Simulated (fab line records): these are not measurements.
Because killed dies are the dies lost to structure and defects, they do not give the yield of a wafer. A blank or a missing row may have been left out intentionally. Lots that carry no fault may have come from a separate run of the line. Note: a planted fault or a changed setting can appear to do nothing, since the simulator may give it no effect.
Which of the tools did it? -- flow ritCmos -- Sampling: 14 lots, 42 wafers, 4 of 202 route steps

== WHAT THE GAUGES SHOWED, per wafer ==
RIT_PLDD_OVL_MEAS_06.
lot,measured,on,PLDD_OVL (nm)
L112,day 3 03:01,overlay-01,-0.6 1.5 1.6
L113,day 3 05:13,overlay-02,0.0 0.1 0.1
L114,day 3 10:16,overlay-01,-3.7 -2.8 0.0
L115,day 3 15:37,overlay-02,0.0 -0.2 -1.0
L116,day 3 21:03,overlay-01,-0.2 -1.5 -0.7
L117,day 4 02:25,overlay-01,-0.7 0.4 -0.4
L118,day 4 11:46,overlay-01,-1.1 -0.4 -0.8
L120,day 4 20:17,overlay-02,-0.4 -1.6 -0.8
L123,day 5 07:53,overlay-01,-0.3 -1.1 -1.9
L124,day 5 12:33,overlay-02,-0.8 1.0 1.6
L128,day 6 08:44,overlay-02,1.3 1.5 -0.1
L129,day 6 12:20,overlay-02,-2.2 -1.5 -3.5
L130,day 6 17:04,overlay-01,1.7 0.4 0.1
L134,day 7 13:21,overlay-02,-0.3 1.2 -0.5

RIT_CONTACT_OVL_MEAS_09.
lot,measured,on,CONTACT_OVL (nm)
L112,day 3 13:05,overlay-02,0.9 0.5 1.8
L113,day 3 15:50,overlay-01,-3.2 -2.0 -1.3
L114,day 3 19:13,overlay-02,2.1 3.8 3.1
L115,day 4 00:29,overlay-02,0.2 -2.3 -2.9
L116,day 4 05:35,overlay-02,0.2 1.6 1.2
L117,day 4 12:24,overlay-02,-1.1 -2.8 -2.0
L118,day 4 21:41,overlay-02,0.6 1.6 -0.3
L120,day 5 05:49,overlay-01,-1.0 -0.5 -0.4
L123,day 5 16:46,overlay-01,0.4 -0.3 -0.2
L124,day 5 21:34,overlay-02,-2.6 0.2 -2.2
L128,day 6 17:25,overlay-01,-0.2 -3.0 -0.7
L129,day 6 21:29,overlay-01,0.7 -0.1 1.5
L130,day 7 02:01,overlay-01,-1.1 0.0 -0.3
L134,day 7 22:23,overlay-01,0.8 -0.2 1.0

RIT_CONTACT_CD_MEAS_90 targets a cd of 1000 nm.
lot,measured,on,cdNm (nm)
L112,day 3 13:38,cdSem-02,1004.8 1004.7 1003.8
L113,day 3 16:25,cdSem-01,999.3 1001.9 999.5
L114,day 3 19:46,cdSem-01,1000.3 1003.6 1003.4
L115,day 4 01:04,cdSem-02,1000.9 1002.8 1003.0
L116,day 4 06:08,cdSem-01,1000.4 1001.6 1000.1
L117,day 4 12:59,cdSem-01,1004.6 1002.3 1003.9
L118,day 4 22:16,cdSem-01,998.8 999.3 997.9
L120,day 5 06:23,cdSem-01,996.8 997.7 997.4
L123,day 5 17:20,cdSem-01,999.7 999.1 999.5
L124,day 5 22:08,cdSem-02,999.3 997.5 998.5
L128,day 6 17:59,cdSem-01,999.4 1000.6 998.2
L129,day 6 22:02,cdSem-01,998.3 997.2 997.8
L130,day 7 02:43,cdSem-02,1000.0 999.6 999.3
L134,day 7 23:05,cdSem-01,998.1 1001.7 999.5

== EACH LOT AND THE TOOL THAT RAN IT (in order: tool; ch and the chambers of the sampled wafers; start) ==
lot,RIT_PLDD_SOFTBAKE_02
L112,"lithoTrack-04 ch 0, day 3 02:14"
L113,"lithoTrack-03 ch 0, day 3 04:43"
L114,"lithoTrack-02 ch 0, day 3 09:43"
L115,"lithoTrack-03 ch 0, day 3 14:58"
L116,"lithoTrack-03 ch 0, day 3 20:30"
L117,"lithoTrack-03 ch 0, day 4 01:53"
L118,"lithoTrack-04 ch 0, day 4 11:14"
L120,"lithoTrack-04 ch 0, day 4 19:44"
L123,"lithoTrack-02 ch 0, day 5 07:22"
L124,"lithoTrack-03 ch 0, day 5 11:54"
L128,"lithoTrack-04 ch 0, day 6 08:11"
L129,"lithoTrack-03 ch 0, day 6 11:47"
L130,"lithoTrack-03 ch 0, day 6 16:31"
L134,"lithoTrack-02 ch 0, day 7 12:49"
- RIT_PLDD_SOFTBAKE_02: time 60 s.

== AS READ BY THE TOOLS THEMSELVES (means over the sampled wafers that have a number; for cases with no such wafer, the mark the record gives instead) ==
RIT_PLDD_SOFTBAKE_02.
lot,tool,heaterPowerTotalW (W),plateTempC (C)
L112,lithoTrack-04,34.54,89.85
L113,lithoTrack-03,34.58,90.06
L114,lithoTrack-02,34.53,89.92
L115,lithoTrack-03,34.56,89.97
L116,lithoTrack-03,34.58,90.03
L117,lithoTrack-03,34.60,89.84
L118,lithoTrack-04,34.60,89.90
L120,lithoTrack-04,34.52,90.11
L123,lithoTrack-02,34.57,89.96
L124,lithoTrack-03,34.60,89.93
L128,lithoTrack-04,34.53,89.91
L129,lithoTrack-03,33.88,88.79
L130,lithoTrack-03,33.99,88.73
L134,lithoTrack-02,34.58,90.09

== THE ANSWER, worked out from the rows above alone ==
Rule: the usual values come from the lots themselves. The widest of any qualifying gaps counts: lots, ordered by their means at a reading, are off when they make up no more than a third of the lots, leave a main group of 4 or more, and stand apart from it by 3 or more times the standard deviation of that group's means. A main group is skipped when, at the precision printed for the reading in the tables above, its means are all equal. A lot without any number at a reading at which 4 lots or more have one is off too. The other lots that the step has rows for count as sound. Order of review: gauges by route order, followed by the tools' own readings, for which a lot's mean as printed above is used. At the first step where some lot is off, the reading lying furthest off is the one used; lots without a number count as furthest.
Off at RIT_PLDD_SOFTBAKE_02 (heaterPowerTotalW): L129, L130. Main group: mean 34.57 W, sd 0.028.
A tool fits if, at that step or a process step before it, it ran every lot that is off, and no sound lot after the first of them. One fits: RIT_PLDD_SOFTBAKE_02 on lithoTrack-03. Its last sound lot is L124 (day 5 11:54), its first lot that is off L129 (day 6 11:47): a fault that began between those two fits.
The tool's own readings at RIT_PLDD_SOFTBAKE_02 bear it out: on the lots that are off they differ by more than 5 times the standard deviation of the sound lots' means. heaterPowerTotalW reads 33.94 W there against 34.57 W on the sound lots; plateTempC reads 88.76 C there against 89.96 C on the sound lots.

== WHAT THE SIMULATOR PUT IN ==
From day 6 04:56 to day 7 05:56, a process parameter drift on lithoTrack-03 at RIT_PLDD_SOFTBAKE_02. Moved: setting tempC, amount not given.
Lots struck among those shown: L129, L130. The rule given above showed the same thing.
